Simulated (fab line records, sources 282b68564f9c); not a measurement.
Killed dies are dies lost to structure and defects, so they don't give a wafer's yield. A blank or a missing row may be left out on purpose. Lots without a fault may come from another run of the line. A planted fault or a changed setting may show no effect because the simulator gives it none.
Split-lot experiment | flow rit_cmos | 5 lots, 23 wafers read, on a route of 202 steps

THE SPLIT
At RIT_NLDD_SOFTBAKE_02 (time 60 s), the setting temp_c was moved away from the recipe's 90 C on 8 of the 23 wafers read, by -4.0% to +1.2%. The other wafers ran this setting at the recipe's value.

FROM THE SPLIT TO THE READING: what the file shows between them, 2 steps
- RIT_NLDD_EXPOSE_03: exposes mask M7, target cd 40700 nm
- RIT_NLDD_PEB_04

THE READING
NOVOLAK_of_NLDD_COAT_01.thk_nm (the simulator's own value, which no gauge read), in nm, at RIT_NLDD_DEVELOP_05 (develop time 50 s). The file gives no usual value for it. The 15 wafers here that ran the recipe average 998.7 nm, standard deviation 3 nm.

wafer  | tool, chamber at the split | temp_c as run, C | against the recipe | NOVOLAK_of_NLDD_COAT_01.thk_nm, nm | against lot-mates on the recipe
L075.2 | litho_track-04, 0          | 90               | recipe             | 995.1                              | -
L075.3 | litho_track-04, 0          | 90               | recipe             | 994.8                              | -
L075.4 | litho_track-04, 0          | 90               | recipe             | 997.9                              | -
L078.1 | litho_track-02, 0          | 90               | recipe             | 998                                | -
L078.3 | litho_track-02, 0          | 90               | recipe             | 999.8                              | -
L078.4 | litho_track-02, 0          | 90               | recipe             | 998.2                              | -
L078.5 | litho_track-02, 0          | 91.1             | +1.2%              | 994.2                              | -4.5
L078.6 | litho_track-02, 0          | 91.1             | +1.2%              | 994.7                              | -4.0
L081.1 | litho_track-02, 0          | 90               | recipe             | 1002                               | -
L081.2 | litho_track-02, 0          | 90               | recipe             | 1002                               | -
L081.4 | litho_track-02, 0          | 90               | recipe             | 1000                               | -
L081.5 | litho_track-02, 0          | 90               | recipe             | 1003                               | -
L081.6 | litho_track-02, 0          | 90               | recipe             | 1001                               | -
L082.1 | litho_track-04, 0          | 90               | recipe             | 995                                | -
L082.2 | litho_track-04, 0          | 86.39            | -4.0%              | 1001                               | +7.0
L082.3 | litho_track-04, 0          | 86.39            | -4.0%              | 1008                               | +14.0
L082.4 | litho_track-04, 0          | 86.39            | -4.0%              | 1006                               | +12.0
L082.5 | litho_track-04, 0          | 90               | recipe             | 992.9                              | -
L083.1 | litho_track-01, 0          | 89.04            | -1.1%              | 1005                               | +4.5
L083.2 | litho_track-01, 0          | 89.04            | -1.1%              | 1006                               | +5.5
L083.4 | litho_track-01, 0          | 90               | recipe             | 1001                               | -
L083.5 | litho_track-01, 0          | 90               | recipe             | 999.9                              | -
L083.6 | litho_track-01, 0          | 89.04            | -1.1%              | 1004                               | +3.5

THE FIT
A straight line over all 23 wafers: NOVOLAK_of_NLDD_COAT_01.thk_nm changes by -1.89 nm for each +1% of temp_c; r = -0.66; the points scatter about the line by 3.3 nm.
The same after taking each lot's own level away (the mean of its wafers on the recipe; 23 wafers): -2.87 nm for each +1%; r = -0.94; scatter 1.6 nm.
On that fit, the largest move of temp_c shifts the reading by 12 nm.
The lots' own levels span 993.95 to 1001.60 nm, that is 2.6 times the standard deviation above.
So the lot-to-lot level blurs the effect unless lot-mates are compared.
Check: with one of the wafers moved furthest among these (-4.0%) left out of the fit, the line predicts +13.5 nm for it against its lot-mates. It came out at +7.05 nm against them.

OTHER SPLITS ON THESE WAFERS
These wafers also went through other splits before the reading. Each is held against what the fit with the lots' levels taken away leaves over:
other split on the same wafers  | wafers away from the commonest value | r with NOVOLAK_of_NLDD_COAT_01.thk_nm (lot level and that fit taken away)
RIT_GATE_DEVELOP_15 dev_temp_c  | 6                                    | +0.13
RIT_REOX_OXIDATION_03 ox_time_s | 18                                   | -0.06

THE FILE'S OWN FIT
NOVOLAK_of_NLDD_COAT_01.thk_nm changes by -2.91 nm for each +1% of temp_c, r = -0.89.
